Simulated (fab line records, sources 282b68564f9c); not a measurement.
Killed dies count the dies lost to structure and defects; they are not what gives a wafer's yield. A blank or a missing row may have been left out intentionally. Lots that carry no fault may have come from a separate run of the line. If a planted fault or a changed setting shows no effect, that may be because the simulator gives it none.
Split-lot study / flow rit cmos / 23 wafers read across 5 lots, on a route 202 steps long

== SPLIT DETAILS ==
At RIT_M1_DEVELOP_08 (develop time 68 s), the setting develop time s was moved away from the recipe's 68 s on 7 of the 23 wafers read, by -9.1% to +9.3%. The other wafers ran this setting at the recipe's value.

== FROM THE SPLIT TO THE READING: what the file shows between them, 4 steps ==
- RIT_M1_CD_MEAS_09: target cd 2600 nm
- RIT_M1_HARDBAKE_11: time 120 s
- RIT_M1_STRIP_13: strips in nmp, time 617 s
- RIT_M1_STRIP_14: strips in O2, time 180 s

== THE READING ==
cd nm, in nm, at RIT_M1_CD_MEAS_90 (target cd 2600 nm). Typical for fault-free wafers on this fab line: 2600.6 nm, with standard deviation 2 nm.

wafer=L078.2; tool, chamber at the split=litho track-04, 0; develop time s as run, s=68; against the recipe=recipe; cd nm, nm=2602.5; against lot-mates on the recipe=-
wafer=L078.4; tool, chamber at the split=litho track-04, 0; develop time s as run, s=68; against the recipe=recipe; cd nm, nm=2601.3; against lot-mates on the recipe=-
wafer=L078.6; tool, chamber at the split=litho track-04, 0; develop time s as run, s=68; against the recipe=recipe; cd nm, nm=2602.7; against lot-mates on the recipe=-
wafer=L079.2; tool, chamber at the split=litho track-03, 0; develop time s as run, s=68; against the recipe=recipe; cd nm, nm=2603.2; against lot-mates on the recipe=-
wafer=L079.3; tool, chamber at the split=litho track-03, 0; develop time s as run, s=64.2; against the recipe=-5.6%; cd nm, nm=2607.5; against lot-mates on the recipe=+5.4
wafer=L079.4; tool, chamber at the split=litho track-03, 0; develop time s as run, s=68; against the recipe=recipe; cd nm, nm=2602.2; against lot-mates on the recipe=-
wafer=L079.5; tool, chamber at the split=litho track-03, 0; develop time s as run, s=68; against the recipe=recipe; cd nm, nm=2601.0; against lot-mates on the recipe=-
wafer=L079.6; tool, chamber at the split=litho track-03, 0; develop time s as run, s=64.2; against the recipe=-5.6%; cd nm, nm=2606.7; against lot-mates on the recipe=+4.6
wafer=L081.1; tool, chamber at the split=litho track-04, 0; develop time s as run, s=68; against the recipe=recipe; cd nm, nm=2598.6; against lot-mates on the recipe=-
wafer=L081.2; tool, chamber at the split=litho track-04, 0; develop time s as run, s=68; against the recipe=recipe; cd nm, nm=2597.0; against lot-mates on the recipe=-
wafer=L081.3; tool, chamber at the split=litho track-04, 0; develop time s as run, s=68; against the recipe=recipe; cd nm, nm=2600.2; against lot-mates on the recipe=-
wafer=L081.5; tool, chamber at the split=litho track-04, 0; develop time s as run, s=68; against the recipe=recipe; cd nm, nm=2600.4; against lot-mates on the recipe=-
wafer=L081.6; tool, chamber at the split=litho track-04, 0; develop time s as run, s=68; against the recipe=recipe; cd nm, nm=2597.7; against lot-mates on the recipe=-
wafer=L082.2; tool, chamber at the split=litho track-03, 0; develop time s as run, s=68; against the recipe=recipe; cd nm, nm=2599.9; against lot-mates on the recipe=-
wafer=L082.3; tool, chamber at the split=litho track-03, 0; develop time s as run, s=61.78; against the recipe=-9.1%; cd nm, nm=2610.4; against lot-mates on the recipe=+9.4
wafer=L082.4; tool, chamber at the split=litho track-03, 0; develop time s as run, s=68; against the recipe=recipe; cd nm, nm=2602.1; against lot-mates on the recipe=-
wafer=L082.5; tool, chamber at the split=litho track-03, 0; develop time s as run, s=61.78; against the recipe=-9.1%; cd nm, nm=2608.6; against lot-mates on the recipe=+7.6
wafer=L082.6; tool, chamber at the split=litho track-03, 0; develop time s as run, s=61.78; against the recipe=-9.1%; cd nm, nm=2611.3; against lot-mates on the recipe=+10.3
wafer=L084.1; tool, chamber at the split=litho track-03, 0; develop time s as run, s=74.31; against the recipe=+9.3%; cd nm, nm=2589.8; against lot-mates on the recipe=-6.9
wafer=L084.2; tool, chamber at the split=litho track-03, 0; develop time s as run, s=68; against the recipe=recipe; cd nm, nm=2595.5; against lot-mates on the recipe=-
wafer=L084.4; tool, chamber at the split=litho track-03, 0; develop time s as run, s=68; against the recipe=recipe; cd nm, nm=2597.0; against lot-mates on the recipe=-
wafer=L084.5; tool, chamber at the split=litho track-03, 0; develop time s as run, s=68; against the recipe=recipe; cd nm, nm=2597.7; against lot-mates on the recipe=-
wafer=L084.6; tool, chamber at the split=litho track-03, 0; develop time s as run, s=74.31; against the recipe=+9.3%; cd nm, nm=2586.8; against lot-mates on the recipe=-9.9

THE FIT
A straight line over all 23 wafers: cd nm changes by -1.19 nm for each +1% of develop time s; r = -0.93; the points scatter about the line by 2.2 nm.
The same after taking each lot's own level away (the mean of its wafers on the recipe; 23 wafers): -0.948 nm for each +1%; r = -0.97; scatter 1.1 nm.
On that fit, the largest move of develop time s shifts the reading by 8.8 nm.
Measured against the standard deviation above, the lots' own levels, which go from 2596.73 to 2602.17 nm, span 2.7 times it.
So the lot-to-lot level changes the slope: the two fits differ.
Check: with one of the wafers moved furthest among these (+9.3%) left out of the fit, the line predicts -9.39 nm for it against its lot-mates. Against them it came out at -6.93 nm.

== OTHER SPLITS ON THESE WAFERS ==
Before the reading, these wafers also passed through other splits. Each is held against what the fit with the lots' levels taken away leaves over:
other split on the same wafers=RIT_SDANNEAL_CLEAN_02 time s; wafers away from the commonest value=15; r with cd nm (lot level and that fit taken away)=+0.01

== THE WHOLE CHAIN: every reading that the file lists as answering this split, in the file's order ==
step=RIT_M1_CD_MEAS_09; what it does=target cd 2600 nm; reading=cd nm; change (the file's fit)=-1.02 nm for each +1% of the setting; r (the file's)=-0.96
step=RIT_M1_CD_MEAS_90; what it does=target cd 2600 nm; reading=cd nm; change (the file's fit)=-0.943 nm for each +1% of the setting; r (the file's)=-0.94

== FILE'S OWN FIT ==
cd nm changes by -0.943 nm for each +1% of develop time s, r = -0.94.
